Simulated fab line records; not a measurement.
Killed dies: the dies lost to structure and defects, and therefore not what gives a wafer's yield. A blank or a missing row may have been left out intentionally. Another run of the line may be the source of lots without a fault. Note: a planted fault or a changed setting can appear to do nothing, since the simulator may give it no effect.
Matching of chambers -- flow berkeley cmos170 -- UCB170_V2_CMP_02 on cmp-02: 4 sister chambers
The step polishes SiO2. 14 wafers are shown with their chamber, then 7 later ones without.

== WAFERS WITH THEIR CHAMBER ==
wafer,chamber,motor current A (A)
L893.1,0,17.0
L893.2,3,15.0
L893.4,2,14.5
L896.1,3,16.4
L896.4,1,18.3
L896.5,2,13.7
L899.4,3,15.4
L899.5,3,15.2
L899.6,2,14.6
L898.1,0,17.3
L898.3,2,14.4
L898.6,1,18.2
L913.3,3,14.5
L913.5,3,16.4

SIGNATURES (averages over the wafers above)
reading,chamber 0,chamber 1,chamber 2,chamber 3,scatter within a chamber
motor current A,17.150,18.250,14.300,15.483,0.593
Rule: distance of a wafer from a chamber = root of the sum over the readings of ((wafer's reading minus chamber's mean) / reading's scatter) squared. If the next closest chamber is less than 2 further off than the closest, the wafer can't be placed; otherwise it belongs to the closest. The scatter is the square root of a quotient: the sum, over the shown wafers, of each reading's squared deviation from its chamber's mean, divided by wafers minus chambers.

== WAFERS WHOSE CHAMBER IS MISSING ==
wafer,motor current A (A)
L913.6,18.2
L912.3,18.3
L912.5,15.3
L912.6,13.2
L915.1,18.3
L915.3,16.3
L915.6,18.2

== CHAMBER TAKEN BY EACH ==
wafer,from the rows above,in truth
L913.6,can't be placed: 1 or 0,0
L912.3,can't be placed: 1 or 0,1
L912.5,can't be placed: 3 or 2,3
L912.6,can't be placed: 2 or 3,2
L915.1,can't be placed: 1 or 0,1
L915.3,can't be placed: 3 or 0 or 1 or 2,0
L915.6,can't be placed: 1 or 0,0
Placed correctly: 0 of 7. Can't be placed from these rows: 7 (the true chamber is among the candidates in 7). Placed wrongly: 0.
